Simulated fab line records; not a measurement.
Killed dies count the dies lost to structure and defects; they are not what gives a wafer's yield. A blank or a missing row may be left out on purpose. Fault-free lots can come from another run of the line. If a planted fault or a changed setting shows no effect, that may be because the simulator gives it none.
Which tool was responsible? :: flow berkeley-cmos170 :: 14 lots with 42 wafers sampled at 7 steps, on a route of 331 steps

== WHAT THE GAUGES READ, wafer by wafer ==
UCB170_CONTACT_CD_MEAS_15: target cd 700 nm.
lot: L829
measured: day 8 07:26
on: cd-sem-02
cd-nm (nm): 697.7 699.0 698.6

lot: L835
measured: day 9 08:59
on: cd-sem-01
cd-nm (nm): 702.0 701.4 700.8

lot: L834
measured: day 9 11:45
on: cd-sem-01
cd-nm (nm): 698.5 700.0 700.7

lot: L831
measured: day 9 11:58
on: cd-sem-01
cd-nm (nm): 703.5 703.1 703.7

lot: L833
measured: day 9 12:04
on: cd-sem-01
cd-nm (nm): 698.3 698.8 698.4

lot: L830
measured: day 9 12:04
on: cd-sem-02
cd-nm (nm): 697.0 698.1 697.6

lot: L837
measured: day 9 12:17
on: cd-sem-02
cd-nm (nm): 698.6 698.5 699.3

lot: L836
measured: day 9 12:20
on: cd-sem-01
cd-nm (nm): 697.9 697.9 698.3

lot: L841
measured: day 11 00:06
on: cd-sem-01
cd-nm (nm): 698.9 700.2 699.5

lot: L845
measured: day 11 19:00
on: cd-sem-01
cd-nm (nm): 701.1 700.4 700.9

lot: L850
measured: day 12 04:58
on: cd-sem-02
cd-nm (nm): 698.7 699.0 698.5

lot: L849
measured: day 12 05:14
on: cd-sem-01
cd-nm (nm): 700.1 699.4 700.1

lot: L848
measured: day 12 07:10
on: cd-sem-02
cd-nm (nm): 699.6 698.9 697.8

lot: L846
measured: day 12 07:39
on: cd-sem-02
cd-nm (nm): 701.4 700.9 701.4

UCB170_M3_RS_MEAS_02: measures by four-point-probe.
lot: L829
measured: day 8 22:01
on: film-metro-02
M3_AL_RS (ohm/sq): 0.0322 0.0325 0.0323

lot: L835
measured: day 9 22:29
on: film-metro-01
M3_AL_RS (ohm/sq): 0.0325 0.0321 0.0321

lot: L834
measured: day 10 03:13
on: film-metro-02
M3_AL_RS (ohm/sq): 0.0322 0.0320 0.0320

lot: L831
measured: day 10 06:41
on: film-metro-04
M3_AL_RS (ohm/sq): 0.0323 0.0324 0.0324

lot: L833
measured: day 10 06:24
on: film-metro-04
M3_AL_RS (ohm/sq): 0.0318 0.0319 0.0578

lot: L830
measured: day 10 05:56
on: film-metro-04
M3_AL_RS (ohm/sq): 0.0322 0.0321 0.0321

lot: L837
measured: day 10 06:43
on: film-metro-01
M3_AL_RS (ohm/sq): 0.0557 0.0316 0.0561

lot: L836
measured: day 10 06:27
on: film-metro-01
M3_AL_RS (ohm/sq): 0.0320 0.0324 0.0320

lot: L841
measured: day 11 14:29
on: film-metro-01
M3_AL_RS (ohm/sq): 0.0320 0.0320 0.0322

lot: L845
measured: day 12 07:48
on: film-metro-04
M3_AL_RS (ohm/sq): 0.0323 0.0321 0.0318

lot: L850
measured: day 12 17:14
on: film-metro-01
M3_AL_RS (ohm/sq): 0.0327 0.0324 0.0326

lot: L849
measured: day 12 19:42
on: film-metro-04
M3_AL_RS (ohm/sq): 0.0317 0.0322 0.0317

lot: L848
measured: day 12 21:01
on: film-metro-02
M3_AL_RS (ohm/sq): 0.0322 0.0326 0.0325

lot: L846
measured: day 12 21:35
on: film-metro-01
M3_AL_RS (ohm/sq): 0.0319 0.0325 0.0324

UCB170_M3_THK_MEAS_03: measures by xrf.
lot: L829
measured: day 8 22:08
on: film-metro-02
M3_AL_THK (nm): 913 906 909

lot: L835
measured: day 9 22:34
on: film-metro-01
M3_AL_THK (nm): 897 914 902

lot: L834
measured: day 10 03:20
on: film-metro-02
M3_AL_THK (nm): 910 914 914

lot: L831
measured: day 10 06:48
on: film-metro-04
M3_AL_THK (nm): 908 906 906

lot: L833
measured: day 10 06:31
on: film-metro-04
M3_AL_THK (nm): 923 919 514

lot: L830
measured: day 10 06:02
on: film-metro-04
M3_AL_THK (nm): 909 919 909

lot: L837
measured: day 10 06:50
on: film-metro-01
M3_AL_THK (nm): 526 918 529

lot: L836
measured: day 10 06:34
on: film-metro-01
M3_AL_THK (nm): 916 900 916

lot: L841
measured: day 11 14:35
on: film-metro-01
M3_AL_THK (nm): 911 918 907

lot: L845
measured: day 12 07:55
on: film-metro-04
M3_AL_THK (nm): 916 916 926

lot: L850
measured: day 12 17:22
on: film-metro-01
M3_AL_THK (nm): 899 902 902

lot: L849
measured: day 12 19:49
on: film-metro-04
M3_AL_THK (nm): 925 918 932

lot: L848
measured: day 12 21:07
on: film-metro-02
M3_AL_THK (nm): 907 898 900

lot: L846
measured: day 12 21:43
on: film-metro-01
M3_AL_THK (nm): 915 908 904

UCB170_M3_BOW_MEAS_20.
lot: L829
measured: day 9 03:17
on: film-metro-04
M3_BOW (um): 38 44 36

lot: L835
measured: day 10 02:55
on: film-metro-01
M3_BOW (um): 45 27 45

lot: L834
measured: day 10 07:34
on: film-metro-04
M3_BOW (um): 35 36 40

lot: L831
measured: day 10 10:38
on: film-metro-02
M3_BOW (um): 33 37 34

lot: L833
measured: day 10 10:20
on: film-metro-01
M3_BOW (um): 47 49 35

lot: L830
measured: day 10 10:04
on: film-metro-01
M3_BOW (um): 41 42 39

lot: L837
measured: day 10 10:46
on: film-metro-04
M3_BOW (um): 22 39 26

lot: L836
measured: day 10 10:24
on: film-metro-02
M3_BOW (um): 52 37 32

lot: L841
measured: day 11 18:20
on: film-metro-01
M3_BOW (um): 50 37 32

lot: L845
measured: day 12 10:56
on: film-metro-02
M3_BOW (um): 33 39 52

lot: L850
measured: day 12 20:15
on: film-metro-02
M3_BOW (um): 37 41 29

lot: L849
measured: day 12 22:14
on: film-metro-02
M3_BOW (um): 33 29 39

lot: L848
measured: day 12 23:29
on: film-metro-04
M3_BOW (um): 42 29 24

lot: L846
measured: day 13 00:04
on: film-metro-04
M3_BOW (um): 31 39 43

== EACH LOT AND THE TOOL THAT RAN IT (in order: tool; ch and the chambers of the sampled wafers; start) ==
lot: L829
UCB170_V1_CMP_02: cmp-01 ch 0,1,2, day 8 12:48
UCB170_M3_SPUTTER_01: pvd-sputter-01, day 8 21:56
UCB170_M3_METAL_ETCH_18: rie-metal-01 ch 0,1, day 9 02:53

lot: L835
UCB170_V1_CMP_02: cmp-02 ch 1,2, day 9 13:03
UCB170_M3_SPUTTER_01: pvd-sputter-01, day 9 22:20
UCB170_M3_METAL_ETCH_18: rie-metal-01 ch 0,1, day 10 02:30

lot: L834
UCB170_V1_CMP_02: cmp-01 ch 0,1, day 9 16:46
UCB170_M3_SPUTTER_01: pvd-sputter-02, day 10 03:08
UCB170_M3_METAL_ETCH_18: rie-metal-04 ch 0,1, day 10 07:10

lot: L831
UCB170_V1_CMP_02: cmp-01 ch 0,1,3, day 9 18:24
UCB170_M3_SPUTTER_01: pvd-sputter-02, day 10 06:35
UCB170_M3_METAL_ETCH_18: rie-metal-01 ch 0,1, day 10 10:13

lot: L833
UCB170_V1_CMP_02: cmp-02 ch 0,1,3, day 9 18:46
UCB170_M3_SPUTTER_01: pvd-sputter-01, day 10 06:19
UCB170_M3_METAL_ETCH_18: rie-metal-04 ch 0,1, day 10 09:56

lot: L830
UCB170_V1_CMP_02: cmp-02 ch 0,1,2, day 9 18:28
UCB170_M3_SPUTTER_01: pvd-sputter-02, day 10 05:49
UCB170_M3_METAL_ETCH_18: rie-metal-01 ch 0,1, day 10 09:41

lot: L837
UCB170_V1_CMP_02: cmp-02 ch 1,2,3, day 9 19:07
UCB170_M3_SPUTTER_01: pvd-sputter-01, day 10 06:38
UCB170_M3_METAL_ETCH_18: rie-metal-04 ch 0,1, day 10 10:22

lot: L836
UCB170_V1_CMP_02: cmp-01 ch 0,2,3, day 9 18:51
UCB170_M3_SPUTTER_01: pvd-sputter-03, day 10 06:22
UCB170_M3_METAL_ETCH_18: rie-metal-03 ch 0,1, day 10 09:56

lot: L841
UCB170_V1_CMP_02: cmp-02 ch 0,2,3, day 11 04:11
UCB170_M3_SPUTTER_01: pvd-sputter-03, day 11 14:23
UCB170_M3_METAL_ETCH_18: rie-metal-01 ch 1, day 11 17:47

lot: L845
UCB170_V1_CMP_02: cmp-01 ch 0,1, day 11 23:50
UCB170_M3_SPUTTER_01: pvd-sputter-02, day 12 07:43
UCB170_M3_METAL_ETCH_18: rie-metal-04 ch 0,1, day 12 10:31

lot: L850
UCB170_V1_CMP_02: cmp-02 ch 0,1,3, day 12 09:28
UCB170_M3_SPUTTER_01: pvd-sputter-02, day 12 17:10
UCB170_M3_METAL_ETCH_18: rie-metal-03 ch 0,1, day 12 19:50

lot: L849
UCB170_V1_CMP_02: cmp-01 ch 0,1,3, day 12 10:51
UCB170_M3_SPUTTER_01: pvd-sputter-03, day 12 19:37
UCB170_M3_METAL_ETCH_18: rie-metal-01 ch 0,1, day 12 21:50

lot: L848
UCB170_V1_CMP_02: cmp-02 ch 0,3, day 12 12:08
UCB170_M3_SPUTTER_01: pvd-sputter-02, day 12 20:53
UCB170_M3_METAL_ETCH_18: rie-metal-01 ch 0,1, day 12 23:07

lot: L846
UCB170_V1_CMP_02: cmp-02 ch 1,2,3, day 12 12:23
UCB170_M3_SPUTTER_01: pvd-sputter-03, day 12 21:31
UCB170_M3_METAL_ETCH_18: rie-metal-03 ch 0,1, day 12 23:40
- UCB170_V1_CMP_02: polishes SiO2.
- UCB170_M3_SPUTTER_01: material Al, target thk 900 nm, time 120 s.
- UCB170_M3_METAL_ETCH_18: etches Al in Cl2/BCl3, stops on SiO2, target depth 1170 nm, time 195 s.

== WHAT THE TOOLS THEMSELVES READ (means of the sampled wafers that have a number; where no wafer has one, the mark that the record gives instead) ==
UCB170_V1_CMP_02.
lot: L829
tool: cmp-01
motor-current-A (A): 15.1
retaining-ring-pressure-frac: 1.002

lot: L835
tool: cmp-02
motor-current-A (A): 16.2
retaining-ring-pressure-frac: 1.000

lot: L834
tool: cmp-01
motor-current-A (A): 14.2
retaining-ring-pressure-frac: 1.003

lot: L831
tool: cmp-01
motor-current-A (A): 15.2
retaining-ring-pressure-frac: 0.998

lot: L833
tool: cmp-02
motor-current-A (A): 15.6
retaining-ring-pressure-frac: 1.002

lot: L830
tool: cmp-02
motor-current-A (A): 15.2
retaining-ring-pressure-frac: 1.000

lot: L837
tool: cmp-02
motor-current-A (A): 16.3
retaining-ring-pressure-frac: 0.997

lot: L836
tool: cmp-01
motor-current-A (A): 15.3
retaining-ring-pressure-frac: 0.999

lot: L841
tool: cmp-02
motor-current-A (A): 15.3
retaining-ring-pressure-frac: 0.997

lot: L845
tool: cmp-01
motor-current-A (A): 14.9
retaining-ring-pressure-frac: 1.001

lot: L850
tool: cmp-02
motor-current-A (A): 15.7
retaining-ring-pressure-frac: 1.004

lot: L849
tool: cmp-01
motor-current-A (A): 15.4
retaining-ring-pressure-frac: 1.000

lot: L848
tool: cmp-02
motor-current-A (A): 14.6
retaining-ring-pressure-frac: 0.998

lot: L846
tool: cmp-02
motor-current-A (A): 15.5
retaining-ring-pressure-frac: 1.000

UCB170_M3_SPUTTER_01.
lot: L829
tool: pvd-sputter-01
throttle-valve-pct (%): 30.8

lot: L835
tool: pvd-sputter-01
throttle-valve-pct (%): 29.8

lot: L834
tool: pvd-sputter-02
throttle-valve-pct (%): 29.6

lot: L831
tool: pvd-sputter-02
throttle-valve-pct (%): 28.8

lot: L833
tool: pvd-sputter-01
throttle-valve-pct (%): 29.7

lot: L830
tool: pvd-sputter-02
throttle-valve-pct (%): 28.6

lot: L837
tool: pvd-sputter-01
throttle-valve-pct (%): 28.9

lot: L836
tool: pvd-sputter-03
throttle-valve-pct (%): 29.1

lot: L841
tool: pvd-sputter-03
throttle-valve-pct (%): 29.1

lot: L845
tool: pvd-sputter-02
throttle-valve-pct (%): 29.2

lot: L850
tool: pvd-sputter-02
throttle-valve-pct (%): 28.9

lot: L849
tool: pvd-sputter-03
throttle-valve-pct (%): 29.6

lot: L848
tool: pvd-sputter-02
throttle-valve-pct (%): 28.9

lot: L846
tool: pvd-sputter-03
throttle-valve-pct (%): 30.2

UCB170_M3_METAL_ETCH_18.
lot: L829
tool: rie-metal-01
drypump-motor-current-A (A): 5.67
oes-product-au (a.u.): 0.841
throttle-valve-pct (%): 24.29

lot: L835
tool: rie-metal-01
drypump-motor-current-A (A): 5.69
oes-product-au (a.u.): 0.844
throttle-valve-pct (%): 24.29

lot: L834
tool: rie-metal-04
drypump-motor-current-A (A): 6.11
oes-product-au (a.u.): 0.860
throttle-valve-pct (%): 24.01

lot: L831
tool: rie-metal-01
drypump-motor-current-A (A): 5.75
oes-product-au (a.u.): 0.839
throttle-valve-pct (%): 24.35

lot: L833
tool: rie-metal-04
drypump-motor-current-A (A): 6.05
oes-product-au (a.u.): 0.794
throttle-valve-pct (%): 24.22

lot: L830
tool: rie-metal-01
drypump-motor-current-A (A): 5.69
oes-product-au (a.u.): 0.841
throttle-valve-pct (%): 24.29

lot: L837
tool: rie-metal-04
drypump-motor-current-A (A): 6.09
oes-product-au (a.u.): 0.729
throttle-valve-pct (%): 24.09

lot: L836
tool: rie-metal-03
drypump-motor-current-A (A): 5.75
oes-product-au (a.u.): 0.866
throttle-valve-pct (%): 24.25

lot: L841
tool: rie-metal-01
drypump-motor-current-A (A): 5.66
oes-product-au (a.u.): 0.850
throttle-valve-pct (%): 24.24

lot: L845
tool: rie-metal-04
drypump-motor-current-A (A): 6.10
oes-product-au (a.u.): 0.863
throttle-valve-pct (%): 24.02

lot: L850
tool: rie-metal-03
drypump-motor-current-A (A): 5.74
oes-product-au (a.u.): 0.863
throttle-valve-pct (%): 24.24

lot: L849
tool: rie-metal-01
drypump-motor-current-A (A): 5.72
oes-product-au (a.u.): 0.844
throttle-valve-pct (%): 24.34

lot: L848
tool: rie-metal-01
drypump-motor-current-A (A): 5.68
oes-product-au (a.u.): 0.841
throttle-valve-pct (%): 24.28

lot: L846
tool: rie-metal-03
drypump-motor-current-A (A): 5.83
oes-product-au (a.u.): 0.862
throttle-valve-pct (%): 24.40

== THE ANSWER, worked out from the rows above alone ==
Rule: the lots themselves supply what counts as usual. Put in order of their means at a reading, lots are off if they are a third of the lots or fewer, leave a main group of 4 or more, and stand apart from it by a gap of 3 or more times the standard deviation of the main group's means; of several such gaps the widest counts. A main group is skipped when, at the precision printed for the reading in the tables above, its means are all equal. A lot without any number at a reading at which 4 lots or more have one is off too. Where the step has rows for the other lots, those lots are counted as sound. After the gauges, taken in route order, come the tools' own readings; for these a lot's mean is taken, as printed above. The first step at which some lot is off is used, and at that step the reading that is off furthest; a lot without a number counts as furthest.
Off: L833, L837, at UCB170_M3_RS_MEAS_02 (M3_AL_RS). The main group has a mean of 0.0322 ohm/sq with a standard deviation of 0.00019.
If a tool, at a process step before that reading, ran all the lots that are off and no sound lot after the first of them, it fits. The gauges at UCB170_M3_RS_MEAS_02 aren't tried: what is off there is off at UCB170_M3_METAL_ETCH_18 too, on other tools, and a gauge's error can't cause that. One candidate fits, namely pvd-sputter-01 at UCB170_M3_SPUTTER_01. A fault onset in the window from L835 (day 9 22:20, its last sound lot) to L833 (day 10 06:19, its first lot off) fits.

== WHAT HAD BEEN PUT IN BY THE SIMULATOR ==
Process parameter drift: pvd-sputter-01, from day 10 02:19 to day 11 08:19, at UCB170_M3_SPUTTER_01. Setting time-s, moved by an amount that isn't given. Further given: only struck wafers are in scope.
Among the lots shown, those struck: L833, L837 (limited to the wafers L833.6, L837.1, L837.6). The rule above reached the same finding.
